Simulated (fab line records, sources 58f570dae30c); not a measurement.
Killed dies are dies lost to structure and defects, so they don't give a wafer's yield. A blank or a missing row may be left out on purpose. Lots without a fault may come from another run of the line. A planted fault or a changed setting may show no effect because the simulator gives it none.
Which tool did it? | flow berkeley_cmos170 | 14 lots, 42 wafers sampled, at 4 steps of a route of 331

WHAT THE GAUGES READ, wafer by wafer
UCB170_START_BOW_MEAS_00. Usual: INCOMING_BOW -1 um, standard deviation 7.1.
lot  | measured    | on            | INCOMING_BOW (um) | flag
L710 | day 1 10:01 | film_metro-01 | 9 16 -1           |
L712 | day 1 20:00 | film_metro-03 | 13 1 -11          |
L714 | day 2 06:01 | film_metro-02 | 0 3 -2            |
L715 | day 2 11:00 | film_metro-01 | 9 -6 5            |
L718 | day 3 02:00 | film_metro-03 | 2 0 -2            |
L720 | day 3 12:00 | film_metro-02 | -8 4 1            |
L721 | day 3 17:02 | film_metro-03 | -1 -10 -3         |
L722 | day 3 22:01 | film_metro-03 | 6 -1 -2           |
L723 | day 4 03:02 | film_metro-02 | 7 -8 -5           |
L724 | day 4 08:00 | film_metro-03 | -7 -4 0           |
L725 | day 4 13:02 | film_metro-03 | -9 0 -2           |
L728 | day 5 04:01 | film_metro-02 | 5 -19 8           |
L732 | day 6 00:01 | film_metro-02 | -12 2 -6          |
L733 | day 6 05:00 | film_metro-01 | 10 3 -2           |

UCB170_NWELL_THK_MEAS_02. Usual: NWELL_OXIDE_THK 26.3 nm, standard deviation 0.46.
lot  | measured    | on            | NWELL_OXIDE_THK (nm) | flag
L710 | day 2 04:45 | film_metro-01 | 26.0 26.1 25.8       |
L712 | day 2 13:11 | film_metro-03 | 26.3 26.0 26.0       |
L714 | day 2 22:53 | film_metro-03 | 27.1 26.8 27.0       |
L715 | day 3 09:41 | film_metro-04 | 27.0 26.7 26.5       |
L718 | day 3 17:43 | film_metro-03 | 26.3 26.3 26.3       |
L720 | day 4 07:35 | film_metro-01 | 26.2 26.0 26.6       |
L721 | day 4 14:51 | film_metro-01 | 27.3 26.8 27.5       |
L722 | day 4 14:50 | film_metro-04 | 26.6 26.9 26.2       |
L723 | day 5 00:59 | film_metro-04 | 26.0 25.7 25.9       |
L724 | day 5 00:58 | film_metro-01 | 26.3 25.7 25.9       |
L725 | day 5 12:55 | film_metro-04 | 26.4 26.5 26.2       |
L728 | day 6 06:46 | film_metro-04 | 26.8 26.8 26.7       |
L732 | day 6 17:18 | film_metro-03 | 25.5 25.7 25.8       |
L733 | day 6 23:34 | film_metro-01 | 27.1 26.8 27.0       |

UCB170_PFIELD_OVL_MEAS_06. Usual: PFIELD_OVL -6 nm, standard deviation 5.6.
lot  | measured    | on         | PFIELD_OVL (nm) | flag
L710 | day 4 18:50 | overlay-02 | -9 -8 -6        |
L712 | day 5 12:11 | overlay-01 | -1 -8 -7        |
L714 | day 6 02:56 | overlay-01 | -4 -10 -12      |
L715 | day 6 12:52 | overlay-02 | 0 -8 -8         |
L718 | day 6 12:05 | overlay-01 | -5 -2 -5        |
L720 | day 7 09:35 | overlay-02 | -18 -16 -9      |
L721 | day 7 10:35 | overlay-01 | -8 -5 -4        |
L722 | day 7 10:52 | overlay-02 | -5 -2 2         |
L723 | day 7 18:46 | overlay-01 | -9 -9 -9        |
L724 | day 7 19:01 | overlay-01 | -11 -12 -12     |
L725 | day 8 12:09 | overlay-02 | -8 -13 -9       |
L728 | day 9 01:02 | overlay-02 | -8 -5 1         |
L732 | day 9 12:58 | overlay-02 | 1 6 -2          |
L733 | day 9 20:58 | overlay-01 | 1 5 6           |

WHICH TOOL RAN EACH LOT (tool, then ch and the chambers of the sampled wafers, then the start)
lot  | UCB170_WELLDRIVE_CLEAN_00
L710 | wet_bench-03 ch 3, day 3 16:38
L712 | wet_bench-04 ch 2, day 4 02:38
L714 | wet_bench-03 ch 2, day 4 12:10
L715 | wet_bench-04 ch 2, day 5 03:38
L718 | wet_bench-04 ch 1, day 5 03:38
L720 | wet_bench-04 ch 0, day 6 02:41
L721 | wet_bench-04 ch 2, day 6 02:41
L722 | wet_bench-04 ch 3, day 6 02:41
L723 | wet_bench-03 ch 2, day 6 13:14
L724 | wet_bench-04 ch 2, day 6 13:36
L725 | wet_bench-03 ch 3, day 7 03:56
L728 | wet_bench-04 ch 2, day 7 16:29
L732 | wet_bench-03 ch 0, day 8 05:08
L733 | wet_bench-04 ch 0, day 8 11:34
- UCB170_WELLDRIVE_CLEAN_00: cleans in SPM, time 600 s.

WHAT THE TOOLS THEMSELVES READ (means of the sampled wafers that have a number; where no wafer has one, the mark that the record gives instead)
UCB170_WELLDRIVE_CLEAN_00. Usual: bath_guard_temp_C 119.98 C, standard deviation 0.28; bath_heat_duty_pct 13.4 %, standard deviation 1.3.
lot  | tool         | bath_guard_temp_C (C) | bath_heat_duty_pct (%) | flag
L710 | wet_bench-03 | 119.84                | 12.0                   |
L712 | wet_bench-04 | 119.90                | 13.4                   |
L714 | wet_bench-03 | 120.20                | 13.6                   |
L715 | wet_bench-04 | 119.73                | 13.8                   |
L718 | wet_bench-04 | 119.89                | 13.3                   |
L720 | wet_bench-04 | 119.79                | 13.8                   |
L721 | wet_bench-04 | 119.96                | 12.8                   |
L722 | wet_bench-04 | 120.23                | 14.9                   |
L723 | wet_bench-03 | -                     | -                      | OFF
L724 | wet_bench-04 | -                     | -                      | OFF
L725 | wet_bench-03 | 119.88                | 12.2                   |
L728 | wet_bench-04 | 119.56                | 13.0                   |
L732 | wet_bench-03 | 119.95                | 13.5                   |
L733 | wet_bench-04 | 119.91                | 13.8                   |

THE ANSWER, worked out from the rows above alone
Rule: a lot is off if the mean of its wafers that have a number lies more than 3 standard deviations from the usual mean. A lot without any number at a reading at which 4 lots or more have one is off too. The other lots that the step has rows for count as sound. The gauges are gone through in route order, then the tools' own readings, and for those a lot's mean is taken as printed above. The first step at which some lot is off is used, and at that step the reading that is off furthest; a lot without a number counts as furthest.
Off: L723, L724, at UCB170_WELLDRIVE_CLEAN_00 (bath_guard_temp_C). Without a number there: L723, L724.
A tool fits if, at that step or a process step before it, it ran every lot that is off, and no sound lot after the first of them. None of those tried fits.

WHAT THE SIMULATOR HAD PUT IN
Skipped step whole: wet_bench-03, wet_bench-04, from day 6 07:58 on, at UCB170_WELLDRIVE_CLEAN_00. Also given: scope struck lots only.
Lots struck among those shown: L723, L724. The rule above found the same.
